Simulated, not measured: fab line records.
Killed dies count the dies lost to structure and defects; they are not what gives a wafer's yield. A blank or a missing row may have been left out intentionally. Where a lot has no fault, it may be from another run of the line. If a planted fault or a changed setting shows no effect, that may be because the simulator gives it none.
Chamber matching + flow berkeley cmos170 + rie diel-02 running UCB170_GATE_ETCH_14: 4 sister chambers
The step etches BARC in N2/H2. 16 wafers are shown with their chamber, then 8 later ones without.

WAFERS, EACH WITH ITS CHAMBER
| wafer  | chamber | drypump motor current A (A) | throttle valve pct (%) | rf fwd power W (W) |
|--------|---------|-----------------------------|------------------------|--------------------|
| L075.3 | 3       | 4.7                         | 13.48                  | 487.4              |
| L075.4 | 0       | 5.2                         | 13.39                  | 496.5              |
| L075.5 | 2       | 5.8                         | 13.05                  | 500.5              |
| L078.3 | 1       | 6.1                         | 13.41                  | 495.1              |
| L078.5 | 2       | 5.8                         | 13.05                  | 497.2              |
| L078.6 | 1       | 6.1                         | 13.41                  | 496.9              |
| L082.2 | 1       | 6.1                         | 13.43                  | 495.0              |
| L082.4 | 2       | 5.8                         | 13.05                  | 496.2              |
| L082.5 | 3       | 4.7                         | 13.47                  | 489.9              |
| L085.3 | 2       | 5.8                         | 13.06                  | 495.3              |
| L085.4 | 2       | 5.8                         | 13.05                  | 494.3              |
| L085.6 | 0       | 5.2                         | 13.38                  | 495.3              |
| L087.1 | 1       | 6.0                         | 13.41                  | 496.0              |
| L087.2 | 0       | 5.2                         | 13.40                  | 495.7              |
| L087.6 | 1       | 6.0                         | 13.41                  | 495.3              |
| L089.1 | 3       | 4.7                         | 13.48                  | 490.2              |

SIGNATURES (averages over the wafers above)
| reading                 | chamber 0 | chamber 1 | chamber 2 | chamber 3 | scatter within a chamber |
|-------------------------|-----------|-----------|-----------|-----------|--------------------------|
| drypump motor current A | 5.200     | 6.060     | 5.800     | 4.700     | 0.0316                   |
| throttle valve pct      | 13.3900   | 13.4140   | 13.0520   | 13.4767   | 0.00745                  |
| rf fwd power W          | 495.833   | 495.660   | 496.700   | 489.167   | 1.6                      |
Rule: a wafer lies at a distance from a chamber equal to the root of the sum of squares, over the readings, of (its reading less the chamber's mean, divided by the reading's scatter). If the next closest chamber is less than 2 further off than the closest, the wafer can't be placed; otherwise it belongs to the closest. How the scatter is found: for the shown wafers, subtract from each reading the mean of its chamber, square and add these, divide the total by (wafers less chambers), then take the root.

WAFERS WITHOUT THEIR CHAMBER
| wafer  | drypump motor current A (A) | throttle valve pct (%) | rf fwd power W (W) |
|--------|-----------------------------|------------------------|--------------------|
| L089.3 | 6.1                         | 13.42                  | 496.0              |
| L089.6 | 4.7                         | 13.48                  | 490.9              |
| L094.1 | 5.8                         | 13.05                  | 497.6              |
| L094.2 | 5.2                         | 13.41                  | 497.3              |
| L094.6 | 5.8                         | 13.07                  | 498.0              |
| L096.1 | 4.7                         | 13.48                  | 490.4              |
| L096.5 | 6.1                         | 13.42                  | 495.5              |
| L096.6 | 5.2                         | 13.40                  | 495.7              |

EACH ONE'S CHAMBER
| wafer  | from the rows above | in truth |
|--------|---------------------|----------|
| L089.3 | 1                   | 1        |
| L089.6 | 3                   | 3        |
| L094.1 | 2                   | 2        |
| L094.2 | 0                   | 0        |
| L094.6 | 2                   | 2        |
| L096.1 | 3                   | 3        |
| L096.5 | 1                   | 1        |
| L096.6 | 0                   | 0        |
Correctly placed: 8 of 8. Can't be placed from these rows: 0. 0 placed wrongly.
